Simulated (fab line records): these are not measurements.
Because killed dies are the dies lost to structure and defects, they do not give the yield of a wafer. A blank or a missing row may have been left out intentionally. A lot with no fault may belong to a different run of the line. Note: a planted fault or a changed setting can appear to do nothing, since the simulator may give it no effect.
Struck lot and sound lot, side by side || flow berkeley_cmos170 || 14 out of 331 route steps
Sound: the wafers L950.3, L950.5, L950.6. Wafers L968.3, L968.4, L968.6 were the ones struck. The cause is given at the end.
Each step with rows lists, per side, the tool, then ch with its chambers, then its first start. Under that, the readings that differ: sound wafers || struck wafers || difference of the means || sigmas: that difference in standard deviations of wafers without a fault.
alike: words and numbers the same on both sides, and readings whose means are apart by under 2 such deviations; not compared: readings that were withheld, readings missing a value for some wafer, numbers with overlapping values and no deviation given by the record, and bounds like >300 which may hide the same value.
The two part at a step that has a row with sigmas, a row that says differs or no value, or rows on one side only. When numbers do not overlap yet have no deviation, they are printed without sigmas and do not part them. Lack of a reading on every wafer of one side parts them only where that side has two or more wafers.

first, 1 step without rows for these wafers: UCB170_GATE_WET_ETCH_00 (etches SiO2 in dHF, time 200 s).
UCB170_FIELD_THK_MEAS_91:
  sound: film_metro-01 at day 5 17:40; struck: film_metro-03 at day 9 17:43
  alike: FIELD_OXIDE_LEFT_2_THK
then, 1 step without rows for these wafers: UCB170_GATE_OXIDATION_01 (target thk 6.6 nm, ox time 1800 s).
UCB170_GATE_THK_MEAS_02:
  sound: film_metro-02 at day 5 22:26; struck: film_metro-02 at day 9 20:32
  alike: GATE_OXIDE_THK
then, 2 steps without rows for these wafers: UCB170_GATE_ANNEAL_03 (time 1800 s); UCB170_GATE_CVD_04 (deposits poly-Si from SiH4, time 1440 s, target thk 214 nm).
UCB170_GATE_THK_MEAS_05:
  sound: film_metro-02 at day 6 06:23; struck: film_metro-02 at day 10 06:40
  alike: GATE_POLY_THK
then, 5 steps without rows for these wafers: UCB170_GATE_COAT_06; UCB170_GATE_COAT_07 (resist thk 900 nm); UCB170_GATE_SOFTBAKE_08 (time 60 s); UCB170_GATE_EXPOSE_09 (exposes mask POLY, target cd 350 nm); UCB170_GATE_PEB_10.
UCB170_GATE_DEVELOP_11: develop time 45 s.
  sound on litho_track-02 ch 0, day 6 07:00; struck on litho_track-01, day 10 07:00
  no value came back on the struck wafers for chill_plate_temp_C (C), develop_time_s (s), exhaust_pa (Pa); on the sound wafers chill_plate_temp_C (C) reads 23.06 23.06 22.98
{"reading": "model.KrF_of_GATE_COAT_07.thk_nm (nm)", "sound": "887 884.9 884.1", "struck": "902.4 899.1 899.2", "difference": "+14.9", "sigmas": ""}
UCB170_GATE_CD_MEAS_12: the cd target is 350 nm.
  sound: cd_sem-02 at day 6 07:29; struck: cd_sem-01 at day 10 07:49
{"reading": "cd_nm (nm)", "sound": "349.3 348.8 347.1", "struck": "- - -", "difference": "no value on the struck wafers", "sigmas": ""}

== WHERE THEY PART ==
At UCB170_GATE_DEVELOP_11 first; at UCB170_GATE_CD_MEAS_12 last (within this record only).

WHY: whatever the simulator had introduced
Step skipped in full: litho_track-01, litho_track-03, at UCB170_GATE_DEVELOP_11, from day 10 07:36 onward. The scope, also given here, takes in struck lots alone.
